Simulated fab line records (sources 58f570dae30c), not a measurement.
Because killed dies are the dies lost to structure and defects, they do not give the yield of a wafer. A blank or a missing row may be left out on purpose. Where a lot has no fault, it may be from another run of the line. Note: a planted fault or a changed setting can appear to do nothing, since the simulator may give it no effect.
fab line records ; flow berkeley-cmos170
record lots=5; wafers=15; last-day=12
route steps=331 shown V2@294
lots untouched by any fault: they come from a run of this same line in which no faults occurred
start-h: hours from the record's first day to the start of the lot's first wafer shown ; wait-h: hours elapsed since this lot's preceding step ; " unchanged from the row above ; L1.1+2: a row that stands for several wafers ; - either no value or no given start ; * or withheld: withheld ; < > ~ a bound
route shown NAME@n: names a module that has steps shown in the file, with the first one's number in the route ; usual: mean and standard deviation over wafers with no fault ; same: alike in all rows ; chamber/n: place in a boat ; sites: the reading at each site ; _std_site: their standard deviation ; _edge_site: outer sites' mean less inner sites' ; radius-mm: for every site, how far away it sits from the centre of the wafer ; mask NAME#n: copy n ; behind: tool/chamber where the wafer was last shaped ; hold: the reason the lot was held/the length of the hold in hours/how it ended ; device: names the non-switching transistor (n, p or np) ; end of line: tests of these same wafers at the route's end ; where a step has no rows: the recipe by itself ; killed: dies that structure and defects cost at the first sort, which is not the same as the wafer's yield ; map: per-die view of a wafer (x killed, . not killed, _ where there is no die)
set.NAME: the setting as run; set.NAME@STEP: as run at that earlier step ; model.NAME: the simulator's own value behind a step, which no gauge read
certain route steps with their lots: each step a table, each wafer a row
services: the hour from which a tool's chamber was out of use, counted from the record's first day as start-h (under 0 if before that day), plus the number of hours and why
## steps
# step UCB170_V2_CMP_02
# recipe material=SiO2; down-force-psi=6; platen-rpm=60; pad-velocity-m-s=0.75398
# usual motor-current-A=17.3/2.1
lot.wafer;tool;chamber;start-h;wait-h;motor-current-A
L077.2;cmp-02;3;201.43;0.1;17.6
L077.6;cmp-02;2;201.43;0.1;18.2
L077.5;cmp-02;3;201.43;0.1;18.3
L075.1;cmp-01;0;204.03;0.2;20.1
L075.4;cmp-01;2;204.03;0.2;15.0
L075.6;cmp-01;0;204.03;0.2;18.8
L080.4;cmp-01;1;204.33;0.3;20.4
L080.1;cmp-01;0;204.33;0.3;17.4
L080.5;cmp-01;1;204.33;0.3;20.0
L092.1;cmp-02;1;273.65;0.1;16.8
L092.5;cmp-02;0;273.65;0.1;13.9
L092.6;cmp-02;1;273.65;0.1;16.2
L090.4;cmp-01;3;274.66;0.0;18.9
L090.2;cmp-01;1;274.66;0.0;19.5
L090.5;cmp-01;0;274.66;0.0;18.5
# step UCB170_V2_BOW_MEAS_03
# recipe mode=bow
# usual V2_BOW=38/6.6
lot.wafer;tool;chamber;start-h;wait-h;V2_BOW[um]
L077.2;film-metro-03;-;201.70;0.2;44
L077.5;film-metro-03;-;201.70;0.2;39
L077.6;film-metro-03;-;201.70;0.2;45
L075.1;film-metro-01;-;204.33;0.2;45
L075.4;film-metro-01;-;204.33;0.2;37
L075.6;film-metro-01;-;204.33;0.2;42
L080.1;film-metro-01;-;204.63;0.1;32
L080.4;film-metro-01;-;204.63;0.1;31
L080.5;film-metro-01;-;204.63;0.1;36
L092.1;film-metro-04;-;273.90;0.2;37
L092.5;film-metro-04;-;273.90;0.2;38
L092.6;film-metro-04;-;273.90;0.2;32
L090.2;film-metro-04;-;274.98;0.2;49
L090.4;film-metro-04;-;274.98;0.2;50
L090.5;film-metro-04;-;274.98;0.2;48
# step UCB170_V2_THK_MEAS_04
# recipe reads=SiO2_of_V2_CVD_00
# usual V2_POLISHED_THK=1000.1/1.1
lot.wafer;tool;chamber;start-h;wait-h;V2_POLISHED_THK[nm]
L077.2;film-metro-03;-;201.81;0.1;1001.0
L077.5;film-metro-03;-;201.81;0.1;1000.3
L077.6;film-metro-03;-;201.81;0.1;1000.8
L075.1;film-metro-01;-;204.45;0.1;1000.3
L075.4;film-metro-01;-;204.45;0.1;998.6
L075.6;film-metro-01;-;204.45;0.1;997.9
L080.1;film-metro-01;-;204.75;0.1;999.4
L080.4;film-metro-01;-;204.75;0.1;999.2
L080.5;film-metro-01;-;204.75;0.1;999.2
L092.1;film-metro-04;-;274.02;0.1;999.7
L092.5;film-metro-04;-;274.02;0.1;1002.0
L092.6;film-metro-04;-;274.02;0.1;1000.3
L090.2;film-metro-04;-;275.09;0.1;999.4
L090.4;film-metro-04;-;275.09;0.1;999.0
L090.5;film-metro-04;-;275.09;0.1;1000.0
# step UCB170_V2_CLEAN_05
# recipe chemistry=DIW
lot.wafer;tool;chamber;start-h;wait-h
L077.2+5+6;wet-bench-01;0;201.86;0.0
L075.1+4+6;wet-bench-01;1;204.67;0.2
L080.1+4+5;wet-bench-01;0;205.05;0.3
L090.2+4+5;wet-bench-03;1;275.95;0.8
L092.1+5+6;wet-bench-03;2;275.95;1.9
# step UCB170_V2_HMDS_06
# recipe prime-time-s=60; prime-temp-c=100
lot.wafer;tool;chamber;start-h;wait-h
L077.2+5+6;litho-track-02;0;202.34;0.3
L075.1+4+6;litho-track-02;0;205.09;0.2
L080.1+4+5;litho-track-04;0;205.43;0.2
L092.1+5+6;litho-track-04;0;276.12;0.0
L090.2+4+5;litho-track-02;0;276.15;0.0
# step UCB170_V2_COAT_07
# recipe resist=KrF; spin-rpm=1500; resist-thk-nm=900
# usual dispense-pressure-kPa=53/3.1
lot.wafer;tool;chamber;start-h;wait-h;dispense-pressure-kPa
L077.2;litho-track-02;0;202.49;0.1;57
L077.5;litho-track-02;0;202.49;0.1;57
L077.6;litho-track-02;0;202.49;0.1;57
L075.1;litho-track-02;0;205.24;0.1;57
L075.4;litho-track-02;0;205.24;0.1;57
L075.6;litho-track-02;0;205.24;0.1;57
L080.1;litho-track-04;0;205.58;0.1;50
L080.4;litho-track-04;0;205.58;0.1;50
L080.5;litho-track-04;0;205.58;0.1;50
L092.1;litho-track-04;0;276.27;0.1;50
L092.5;litho-track-04;0;276.27;0.1;50
L092.6;litho-track-04;0;276.27;0.1;50
L090.2;litho-track-02;0;276.30;0.1;57
L090.4;litho-track-02;0;276.30;0.1;57
L090.5;litho-track-02;0;276.30;0.1;57
# step UCB170_V2_SOFTBAKE_08
# recipe resist=KrF; temp-c=130; time-s=60
lot.wafer;tool;chamber;start-h;wait-h
L077.2+5+6;litho-track-02;0;202.64;0.1
L075.1+4+6;litho-track-02;0;205.39;0.1
L080.1+4+5;litho-track-04;0;205.73;0.1
L092.1+5+6;litho-track-04;0;276.42;0.1
L090.2+4+5;litho-track-02;0;276.45;0.1
## services
tool;chamber;start-h;hours;kind
cmp-02;-;201.86;0.9;repair
cmp-02;-;203.42;15.1;pm
cmp-01;-;229.84;7.3;pm
cmp-02;-;231.39;0.3;repair
cmp-01;-;237.10;4.0;pm
cmp-01;-;241.10;-;consumable-replace:conditioner
cmp-01;-;241.10;-;consumable-replace:pad
## key
fault none
